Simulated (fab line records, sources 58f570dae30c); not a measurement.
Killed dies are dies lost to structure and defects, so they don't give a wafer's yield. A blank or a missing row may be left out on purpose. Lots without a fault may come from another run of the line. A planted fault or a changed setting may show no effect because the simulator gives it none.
fab line records | flow berkeley_cmos170
record lots=7 wafers=21 last_day=12
route steps=331 shown PWELL@46 WELLDRIVE@55 M3@331
lots that met no fault: from a run of the same line without faults
start_h: hours from the record's first day to the start of the lot's first wafer shown | wait_h: hours since the lot's step before | " the same as in the row above | L1.1+2: a row that stands for several wafers | - no value, or no start given | * or withheld: withheld | < > ~ a bound
route shown NAME@n: a module of which the file shows steps, and the number in the route of the first | usual: mean/standard deviation of fault-free wafers | same: alike in all rows | chamber/n: place in a boat | sites: the reading at each site | _std_site: their standard deviation | _edge_site: outer sites' mean less inner sites' | radius_mm: how far each site lies from the wafer's centre | mask NAME#n: copy n | behind: the tool/chamber that last shaped the wafer | hold: why the lot was held/for how many hours/how that ended | device: the transistor (n, p or np) that didn't switch | end of line: the same wafers' tests at the end of the route | a step without rows: its recipe alone | killed: dies lost to structure and defects at the first sort, not the wafer's yield | map: a wafer's dies, x killed, . not, _ none there
set.NAME: the setting as run; set.NAME@STEP: as run at that earlier step | model.NAME: the simulator's own value behind a step, which no gauge read
lots at some steps of the route; a table a step, a row a wafer
services: from which hour (start_h, from the record's first day; less than 0 if before it) a tool's chamber was out of use, for how many hours, and why
## steps
# step UCB170_PWELL_DEVELOP_12
# recipe developer=TMAH develop_time_s=45 resist=KrF dev_temp_c=21
# step UCB170_PWELL_OVL_MEAS_13
# usual PWELL_OVL=0/4.8
# columns lot.wafer tool chamber start_h wait_h PWELL_OVL[nm]
L972.1 overlay-01 - 89.57 - 1
L972.4 " - " " -5
L972.6 " - " " -1
L973.1 overlay-01 - 90.12 - 3
L973.2 " - " " -2
L973.4 " - " " 6
L978.3 overlay-01 - 130.05 - -1
L978.4 " - " " -3
L978.6 " - " " -1
L980.1 overlay-01 - 130.24 - -8
L980.2 " - " " -1
L980.5 " - " " -3
L979.4 overlay-02 - 130.50 - 0
L979.5 " - " " -1
L979.6 " - " " -4
L981.1 overlay-01 - 141.13 - -6
L981.5 " - " " -8
L981.6 " - " " 1
L983.1 overlay-01 - 145.35 - 1
L983.2 " - " " 1
L983.4 " - " " 8
# step UCB170_PWELL_ETCH_14
# recipe chemistry=CH3F/Ar/O2 target=Si3N4 stop_on=SiO2 CH3F_flow_sccm=20 Ar_flow_sccm=50 O2_flow_sccm=7 pressure_mtorr=50 rf_w=450 target_depth_a=2420 over_etch_frac=0.1 time_s=151
# usual drypump_motor_current_A=5.7/0.42 oes_product_au=0.944/0.012 throttle_valve_pct=8.01/0.13
# columns lot.wafer tool chamber start_h wait_h drypump_motor_current_A oes_product_au rf_hours_counter_h throttle_valve_pct
L972.1 rie_diel-03 1 89.61 0.0 5.6 0.950 163 8.18
L972.4 " 0 " " 5.6 0.961 125 8.02
L972.6 " 3 " " 6.4 0.958 - 8.16
L973.1 rie_diel-04 2 90.16 0.0 4.9 0.959 86 8.04
L973.2 " 1 " " 6.3 0.939 34 7.89
L973.4 " 1 " " 6.3 0.930 - 7.89
L978.3 rie_diel-03 3 130.08 0.0 6.5 0.936 8 8.17
L978.4 " 0 " " 5.6 0.955 128 8.01
L978.6 " 0 " " 5.6 0.962 - 8.02
L980.1 rie_diel-04 1 130.27 0.0 6.3 0.928 36 7.90
L980.2 " 3 " " 6.0 0.931 1 7.98
L980.5 " 3 " " 5.9 0.930 - 8.00
L979.4 rie_diel-01 1 130.51 0.0 5.6 0.922 10 7.86
L979.5 " 2 " " 6.1 0.935 - 8.11
L979.6 " 1 " " 5.6 0.922 - 7.85
L981.1 rie_diel-01 3 141.16 0.0 5.6 0.949 13 8.18
L981.5 " 3 " " 5.5 0.948 - 8.18
L981.6 " 0 " " 5.3 0.959 - 7.93
L983.1 rie_diel-04 1 145.38 0.0 6.3 0.941 37 7.89
L983.2 " 0 " " 5.7 0.949 2 7.82
L983.4 " 3 " " 5.9 0.950 2 7.99
# step UCB170_PWELL_IMPLANT_15
# recipe species=B dose_cm2=5e+12 energy_kev=60 tilt_deg=6.813
# step UCB170_PWELL_STRIP_16
# recipe chemistry=O2 power_w=400 pressure_mtorr=3500 platen_temp_c=withheld o2_flow_sccm=400 overash_fraction=0.5
# usual drypump_motor_current_A=6.0/0.43 oes_product_au=0.721/0.0046 strip_time_to_endpoint_s=18.07/0.076
# columns lot.wafer tool chamber start_h wait_h drypump_motor_current_A oes_product_au rf_hours_counter_h strip_time_to_endpoint_s
L972.1 plasma_asher-03 1 89.86 0.1 5.3 0.713 33 18.18
L972.4 " 0 " " 5.6 0.722 - 18.20
L972.6 " 0 " " 5.6 0.720 - 18.17
L973.1 plasma_asher-03 1 90.41 0.1 5.3 0.727 33 18.08
L973.2 " 0 " " 5.6 0.725 33 18.01
L973.4 " 1 " " 5.3 0.725 - 18.05
L978.3 plasma_asher-02 1 130.40 0.1 5.9 0.721 - 18.14
L978.4 " 0 " " 6.4 0.722 - 18.11
L978.6 " 0 " " 6.4 0.719 - 18.08
L980.1 plasma_asher-03 0 130.52 0.1 5.6 0.723 36 18.03
L980.2 " 1 " " 5.3 0.717 36 17.99
L980.5 " 1 " " 5.3 0.728 - 17.95
L979.4 plasma_asher-02 1 130.80 0.1 5.9 0.725 - 17.99
L979.5 " 0 " " 6.4 0.719 - 18.11
L979.6 " 1 " " 5.9 0.718 - 18.01
L981.1 plasma_asher-02 0 141.42 0.1 6.4 0.720 42 18.26
L981.5 " 1 " " 5.9 0.723 - 18.21
L981.6 " 0 " " 6.4 0.714 - 18.12
L983.1 plasma_asher-02 0 145.63 0.1 6.4 0.722 42 17.97
L983.2 " 1 " " 5.9 0.717 42 18.10
L983.4 " 1 " " 5.9 0.716 - 18.00
# step UCB170_PWELL_TW_MEAS_17
# usual PWELL_TW=380.0/2
# columns lot.wafer tool chamber start_h wait_h PWELL_TW
L972.1 film_metro-04 - 89.96 0.1 379.2
L972.4 " - " " 381.3
L972.6 " - " " 380.0
L973.1 film_metro-04 - 90.51 0.1 379.9
L973.2 " - " " 380.6
L973.4 " - " " 383.0
L978.3 film_metro-04 - 130.48 0.1 381.7
L978.4 " - " " 382.2
L978.6 " - " " 382.2
L980.1 film_metro-01 - 130.62 0.1 380.0
L980.2 " - " " 379.3
L980.5 " - " " 379.3
L979.4 film_metro-04 - 130.89 0.1 382.5
L979.5 " - " " 381.8
L979.6 " - " " 382.8
L981.1 film_metro-04 - 141.52 0.1 380.3
L981.5 " - " " 380.8
L981.6 " - " " 381.1
L983.1 film_metro-01 - 145.73 0.1 377.4
L983.2 " - " " 381.6
L983.4 " - " " 379.6
# step UCB170_PWELL_CLEAN_18
# recipe chemistry=SPM temp_c=120 time_s=600
# step UCB170_PWELL_WET_ETCH_19
# recipe chemistry=H3PO4 target=Si3N4 temp_c=160 time_s=14400
# step UCB170_PWELL_WET_ETCH_20
# recipe chemistry=BOE dilution=5:1 target=SiO2 temp_c=25 time_s=22
# step UCB170_WELLDRIVE_CLEAN_00
# recipe chemistry=SPM temp_c=120 time_s=600
# step UCB170_WELLDRIVE_OXIDATION_01
# recipe temp_c=1100 ambient=O2 target_thk_a=1990 ox_time_s=9000
# step UCB170_WELLDRIVE_THK_MEAS_02
# recipe reads=SiO2_of_WELLDRIVE_OXIDATION_01
# usual WELLDRIVE_OXIDE_THK=202/3.5
# columns lot.wafer tool chamber start_h wait_h WELLDRIVE_OXIDE_THK[nm]
L972.1 film_metro-04 - 104.47 0.0 203
L972.4 " - " " 207
L972.6 " - " " 201
L973.1 film_metro-03 - 104.47 0.0 202
L973.2 " - " " 204
L973.4 " - " " 199
L980.1 film_metro-02 - 143.04 0.0 202
L980.2 " - " " 199
L980.5 " - " " 202
L978.3 film_metro-03 - 143.06 0.0 202
L978.4 " - " " 201
L978.6 " - " " 201
L979.4 film_metro-04 - 143.08 0.0 204
L979.5 " - " " 204
L979.6 " - " " 205
L981.1 film_metro-03 - 154.08 0.0 199
L981.5 " - " " 200
L981.6 " - " " 199
L983.1 film_metro-02 - 160.43 0.0 213
L983.2 " - " " 209
L983.4 " - " " 208
# step UCB170_WELLDRIVE_ANNEAL_03
# recipe temp_c=1100 time_s=900 ambient=N2
# usual spike_tc_centre_C=1102.7/1.2 spike_tc_load_C=1125.6/2.4 spike_tc_source_C=1124.6/2.1
# columns lot.wafer tool chamber start_h wait_h spike_tc_centre_C spike_tc_load_C spike_tc_source_C
L972.1 furnace-04 0 108.81 4.3 1100.9 1121.9 1125.1
L972.4 " 0 " " 1102.7 1123.9 1123.9
L972.6 " 0 " " 1104.8 1124.1 1123.0
L973.1 furnace-04 0 108.81 4.3 1102.2 1125.3 1123.6
L973.2 " 0 " " 1101.2 1123.9 1123.1
L973.4 " 0 " " 1101.4 1123.7 1123.4
L978.3 furnace-04 0 145.64 2.6 1061.3 1083.1 1082.5
L978.4 " 0 " " 1061.6 1083.0 1084.2
L978.6 " 0 " " 1061.5 1082.4 1082.5
L979.4 furnace-04 0 145.64 2.6 1061.2 1084.8 1082.7
L979.5 " 0 " " 1062.0 1081.7 1081.5
L979.6 " 0 " " 1061.8 1083.1 1082.6
L980.1 furnace-04 0 145.64 2.6 1064.7 1082.9 1082.5
L980.2 " 0 " " 1062.4 1083.8 1083.5
L980.5 " 0 " " 1060.9 1085.1 1083.0
L981.1 furnace-01 0 160.43 6.3 1103.3 1129.1 1127.2
L981.5 " 0 " " 1103.4 1129.3 1128.1
L981.6 " 0 " " 1103.7 1130.0 1128.2
L983.1 furnace-01 0 166.03 5.6 1103.7 1130.0 1128.5
L983.2 " 0 " " 1105.2 1128.7 1129.7
L983.4 " 0 " " 1104.5 1128.4 1127.7
# step UCB170_WELLDRIVE_WET_ETCH_04
# recipe chemistry=BOE dilution=5:1 target=SiO2 temp_c=25 time_s=120
# step UCB170_M3_PROBE_99
# columns lot.wafer tool chamber start_h wait_h model.etest.nwell_pinched.rs_ohm_sq model.etest.nwell.width_nm model.etest.diode_pplus_comb.cj_ff_um2
L973.1 prober-01 - 229.68 0.1 1282 2362 1.099
L973.2 prober-01 - 229.73 0.1 1279 2367 1.102
L973.4 prober-01 - 229.83 0.2 1271 2370 1.097
L972.1 prober-02 - 230.92 0.1 1303 2373 1.106
L972.4 prober-02 - 231.07 0.2 1288 2377 1.109
L972.6 prober-02 - 231.17 0.2 1284 2374 1.114
L979.4 prober-02 - 265.12 0.2 1316 2391 1.109
L979.6 prober-02 - 265.22 0.2 1314 2387 1.111
L978.3 prober-01 - 266.13 0.2 1319 2389 1.109
L978.4 prober-01 - 266.18 0.2 1312 2370 1.116
L978.6 prober-01 - 266.28 0.2 1308 2381 1.114
L980.1 prober-02 - 266.47 0.1 1310 2386 1.113
L980.2 prober-02 - 266.52 0.1 1330 2395 1.113
L980.5 prober-02 - 266.67 0.2 1315 2387 1.116
L981.1 prober-01 - 272.40 0.1 1303 2373 1.112
L981.5 prober-01 - 272.60 0.2 1302 2364 1.112
L981.6 prober-01 - 272.65 0.2 1293 2369 1.108
L983.1 prober-01 - 281.75 0.1 1282 2370 1.109
L983.2 prober-01 - 281.80 0.1 1275 2369 1.113
L983.4 prober-01 - 281.90 0.2 1303 2358 1.105
# killed by level:class
L973.1 START:geometric_particle:short=1 FIELD:geometric_particle:open=1 GATE:geometric_particle:short=1
L973.2 SPACER:geometric_particle:short=1 M2:geometric_particle:short=1
L973.4 GATE:geometric_particle:short=3 WELLDRIVE:geometric_particle:short=1 ACTIVE:area_etch=1 SPACER:area_etchback=1
L972.1 V2:geometric_particle:open=1
L972.4 SACOX:geometric_particle:short=1 GATE:geometric_particle:short=1 M1:geometric_particle:open=1 M2:geometric_particle:short=1 M3:geometric_particle:short=1 PWELL:area_etch=1
L972.6 GATE:geometric_particle:short=2 START:geometric_particle:open=1 SILICIDE:geometric_particle:short=1 V2:geometric_particle:open=1
L978.3 GATE:geometric_particle:short=2 V1:geometric_particle:short=2 START:geometric_particle:open=1 SILICIDE:geometric_particle:open=1 M1:geometric_particle:short=1
L978.4 SILICIDE:geometric_particle:open=2 SILICIDE:geometric_particle:short=1 M2:geometric_particle:short=1 V2:geometric_particle:open=1
L978.6 GATE:geometric_particle:short=1 V2:geometric_particle:open=1
L980.1 SACOX:geometric_particle:short=1 GATE:geometric_particle:open=1 SPACER:geometric_particle:open=1 SILICIDE:geometric_particle:open=1 M2:geometric_particle:short=1
L980.2 WELLDRIVE:geometric_particle:short=1
L980.5 SPACER:geometric_particle:short=1
L981.1 PWELL:geometric_particle:open=1 SCREENOX:geometric_particle:short=1 GATE:geometric_particle:short=1 SILICIDE:geometric_particle:open=1 CONTACT:geometric_particle:short=1 ACTIVE:area_etch=1
L981.5 ACTIVE:geometric_particle:short=1 GATE:geometric_particle:open=1 SPACER:geometric_particle:short=1
L981.6 START:geometric_particle:open=1 SCREENOX:geometric_particle:short=1 GATE:geometric_particle:open=1 SILICIDE:geometric_particle:short=1
L983.1 FIELD:geometric_particle:short=2 WELLDRIVE:geometric_particle:short=1 GATE:geometric_particle:short=1 GATE:geometric_particle:open=1 SILICIDE:geometric_particle:open=1 V1:geometric_particle:open=1
L983.2 GATE:geometric_particle:short=1 M3:geometric_particle:open=1
L983.4 FIELD:geometric_particle:short=1 FIELD:geometric_particle:open=1 SPACER:geometric_particle:open=1
## services
# columns tool chamber start_h hours kind
rie_diel-01 2 77.34 9.9 repair
plasma_asher-03 - 79.18 5.1 repair
furnace-01 - 83.66 2.3 pm
rie_diel-04 3 89.94 - clean
rie_diel-04 3 89.94 14.2 scheduled_down
rie_diel-04 3 89.94 14.2 vent_cycle
furnace-04 - 94.09 4.3 pm
plasma_asher-03 - 94.63 1.6 repair
rie_diel-03 1 99.79 9.7 repair
plasma_asher-03 - 108.79 9.2 repair
rie_diel-03 1 109.46 - clean
rie_diel-03 1 109.46 18.0 scheduled_down
rie_diel-03 1 109.46 18.0 vent_cycle
plasma_asher-03 - 113.06 1.4 repair
rie_diel-03 2 124.13 2.6 repair
plasma_asher-03 - 125.65 2.8 pm
## key
first_sign step=UCB170_WELLDRIVE_ANNEAL_03 reading=spike_tc_centre_C direction=down sigmas=33 usual=1102.7 struck=1061.9
effect step=UCB170_WELLDRIVE_ANNEAL_03 reading=spike_tc_source_C direction=down sigmas=20 usual=1124.6 struck=1082.8
model_effect step=UCB170_M3_PROBE_99 value=etest.nwell_pinched.rs_ohm_sq without=1290 struck=1316
met_at UCB170_WELLDRIVE_ANNEAL_03
struck_wafers L978.3,L978.4,L978.6,L979.4,L979.5,L979.6,L980.1,L980.2,L980.5
sort_left_out L979.4,L979.5,L979.6
tester_left_out L978,L979,L980
onset_between 108.81 145.64
fault kind=process_parameter_drift tool=furnace-04 chamber=- onset_h=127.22 steps=UCB170_WELLDRIVE_ANNEAL_03 channel=temp_c offset=* shape=step end_h=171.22 acts_in=* stated=*
# tester_left_out: of these lots the tester's yield and bins aren't shown, on N5 and GAA mostly nor the transistor test; their killed dies are dies lost to structure and defects alone, not to doping, threshold or leakage, so they don't give the yield
# sort_left_out: the simulated sort isn't trusted on such a fault, so these wafers' sort isn't shown, and their yield isn't known
